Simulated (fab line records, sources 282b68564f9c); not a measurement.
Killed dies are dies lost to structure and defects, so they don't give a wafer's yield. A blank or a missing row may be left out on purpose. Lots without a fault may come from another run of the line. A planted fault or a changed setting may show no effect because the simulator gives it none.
Tool commonality check | flow rit_cmos | 15 lots, 45 wafers sampled

WHY IT WAS OPENED
At RIT_REOX_THK_MEAS_04 the reading REOX_OXIDE_THK is flagged on 3 of 15 lots. Wafers without a fault read 25.3 nm, standard deviation 0.44.
Rule: a lot is flagged when every wafer of it that has a number lies more than 4 standard deviations from that mean, or none has a number. The other lots count as sound.

lot  | measured    | on            | REOX_OXIDE_THK (nm), wafer by wafer | flag
L574 | day 2 18:38 | film_metro-02 | 25.4 25.1 25.5                      |
L575 | day 3 00:40 | film_metro-02 | 24.8 24.8 24.8                      |
L576 | day 3 04:50 | film_metro-04 | 25.2 24.9 25.1                      |
L577 | day 3 12:31 | film_metro-01 | 25.0 25.1 25.0                      |
L578 | day 3 15:17 | film_metro-02 | 24.0 24.8 24.2                      |
L579 | day 3 19:01 | film_metro-02 | 25.5 25.1 25.7                      |
L581 | day 4 09:18 | film_metro-02 | 25.4 24.6 24.8                      |
L582 | day 4 12:05 | film_metro-04 | 25.3 25.1 25.2                      |
L583 | day 4 18:08 | film_metro-02 | 24.7 25.2 25.2                      |
L584 | day 4 21:13 | film_metro-02 | 25.3 25.1 25.5                      |
L587 | day 5 13:14 | film_metro-02 | 28.2 28.5 28.4                      | FLAGGED
L588 | day 5 20:00 | film_metro-04 | 26.3 25.8 25.9                      |
L589 | day 5 22:27 | film_metro-01 | 27.8 27.2 27.5                      | FLAGGED
L590 | day 6 06:16 | film_metro-01 | 27.4 27.9 27.7                      | FLAGGED
L594 | day 7 02:11 | film_metro-02 | 25.9 25.3 25.3                      |
The numbers of the flagged lots are 27.8 nm on average: +2.5 nm against the usual, or +6 standard deviations.

WHICH TOOL RAN EACH LOT
The record holds 1 process step before the reading, out of a route of 202 steps. In each cell: the tool, then ch and the chambers that the sampled wafers went through, then the start.
lot  | flag    | RIT_REOX_OXIDATION_03
L574 |         | furnace-03 ch 0, day 2 16:05
L575 |         | furnace-03 ch 0, day 2 22:07
L576 |         | furnace-03 ch 0, day 3 02:17
L577 |         | furnace-03 ch 0, day 3 09:57
L578 |         | furnace-01 ch 0, day 3 12:44
L579 |         | furnace-01 ch 0, day 3 16:27
L581 |         | furnace-01 ch 0, day 4 06:44
L582 |         | furnace-03 ch 0, day 4 09:31
L583 |         | furnace-04 ch 0, day 4 15:35
L584 |         | furnace-03 ch 0, day 4 18:39
L587 | FLAGGED | furnace-04 ch 0, day 5 10:41
L588 |         | furnace-03 ch 0, day 5 17:27
L589 | FLAGGED | furnace-04 ch 0, day 5 19:54
L590 | FLAGGED | furnace-04 ch 0, day 6 03:43
L594 |         | furnace-01 ch 0, day 6 23:38
What these steps do:
- RIT_REOX_OXIDATION_03: target thk 25.2 nm, ox time 5580 s.
- RIT_REOX_THK_MEAS_04

FLAGGED OVER TOTAL, TOOL BY TOOL (the gauges that took the reading come last)
step                  | tool          | lots run | flagged | share of the flagged lots | sound lots run after its first flagged lot
RIT_REOX_OXIDATION_03 | furnace-01    | 4        | 0       | none                      | -
RIT_REOX_OXIDATION_03 | furnace-03    | 7        | 0       | none                      | -
RIT_REOX_OXIDATION_03 | furnace-04    | 4        | 3       | all                       | 0
RIT_REOX_THK_MEAS_04  | film_metro-01 | 3        | 2       | some                      | 0
RIT_REOX_THK_MEAS_04  | film_metro-02 | 9        | 1       | some                      | 1 (L594)
RIT_REOX_THK_MEAS_04  | film_metro-04 | 3        | 0       | none                      | -

WHAT THE TABLE ALLOWS
1 row of the table ran every flagged lot: furnace-04 at RIT_REOX_OXIDATION_03.
- furnace-04 at RIT_REOX_OXIDATION_03: 3 of its 4 lots flagged. Its last sound lot is L583 (day 4 15:35), its first flagged lot L587 (day 5 10:41): a fault that began between those two fits. Its own readings lie more than 4 standard deviations out on every wafer of the flagged lots: spike_tc_centre_C.
One tool is left: furnace-04 at RIT_REOX_OXIDATION_03.

WHAT THE SIMULATOR HAD PUT IN
Process parameter drift: furnace-04, from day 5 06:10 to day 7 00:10, at RIT_REOX_OXIDATION_03. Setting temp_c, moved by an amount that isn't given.
Lots struck among those shown: L587, L589, L590. The rule above found the same.
